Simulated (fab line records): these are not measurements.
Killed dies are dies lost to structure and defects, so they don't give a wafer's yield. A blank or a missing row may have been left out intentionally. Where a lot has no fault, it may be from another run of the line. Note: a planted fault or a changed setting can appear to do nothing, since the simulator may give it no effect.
The tool behind it: which one?	flow rit-cmos	route of 202 steps, sampled at 1 step: 14 lots, 42 wafers

== WHAT EACH GAUGE READ, for each wafer ==
The record holds no reading of a measuring or inspecting step that can be judged against a usual standard deviation.

== WHICH TOOL RAN EACH LOT (tool, then ch and the chambers of the sampled wafers, then the start) ==
lot	RIT_PSD_EXPOSE_03
L149	iline-stepper-02 ch 0, day 3 16:23
L150	iline-stepper-02 ch 0, day 3 19:16
L151	iline-stepper-02 ch 0, day 3 22:56
L153	iline-stepper-02, day 4 07:24
L154	iline-stepper-02, day 4 11:26
L156	iline-stepper-01 ch 0, day 5 04:05
L159	iline-stepper-01 ch 0, day 5 16:44
L160	iline-stepper-02 ch 0, day 5 20:48
L161	iline-stepper-02 ch 0, day 6 03:08
L164	iline-stepper-02 ch 0, day 6 15:07
L165	iline-stepper-01 ch 0, day 6 23:48
L166	iline-stepper-01 ch 0, day 7 01:37
L168	iline-stepper-01 ch 0, day 7 10:52
L170	iline-stepper-02 ch 0, day 8 01:18
- RIT_PSD_EXPOSE_03: exposes mask M10, target cd 40900 nm.

== AS READ BY THE TOOLS THEMSELVES (means over the sampled wafers that have a number; for cases with no such wafer, the mark the record gives instead) ==
RIT_PSD_EXPOSE_03.
lot	tool	exposure-dose-mJ-cm2	focus-offset-nm (nm)
L149	iline-stepper-02	249.91	0.1
L150	iline-stepper-02	250.07	0.3
L151	iline-stepper-02	249.76	0.4
L153	iline-stepper-02	-	-
L154	iline-stepper-02	-	-
L156	iline-stepper-01	249.82	0.2
L159	iline-stepper-01	250.15	0.1
L160	iline-stepper-02	250.01	-0.1
L161	iline-stepper-02	250.10	-0.4
L164	iline-stepper-02	249.82	-0.2
L165	iline-stepper-01	249.79	0.3
L166	iline-stepper-01	250.04	-0.3
L168	iline-stepper-01	250.38	0.2
L170	iline-stepper-02	250.09	-0.2

== THE ANSWER, worked out from the rows above alone ==
Rule: the lots themselves supply what counts as usual. The widest of any qualifying gaps counts: lots, ordered by their means at a reading, are off when they make up no more than a third of the lots, leave a main group of 4 or more, and stand apart from it by 3 or more times the standard deviation of that group's means. If all means in a main group match to the digits the tables above print for the reading, that group is not used. A lot without any number at a reading at which 4 lots or more have one is off too. Any other lot the step has rows for is counted as sound. First the gauges in route order, then the tools' own readings, where a lot's mean is used as printed above. The first step at which some lot is off is used, and at that step the reading that is off furthest; a lot without a number counts as furthest.
Off: L153, L154, at RIT_PSD_EXPOSE_03 (exposure-dose-mJ-cm2). Without a number there: L153, L154. The main group: mean 250.00, standard deviation 0.17.
A tool fits if, at that step or a process step before it, it ran every lot that is off, and no sound lot after the first of them. None of those tried fits.

== WHAT THE SIMULATOR HAD PUT IN ==
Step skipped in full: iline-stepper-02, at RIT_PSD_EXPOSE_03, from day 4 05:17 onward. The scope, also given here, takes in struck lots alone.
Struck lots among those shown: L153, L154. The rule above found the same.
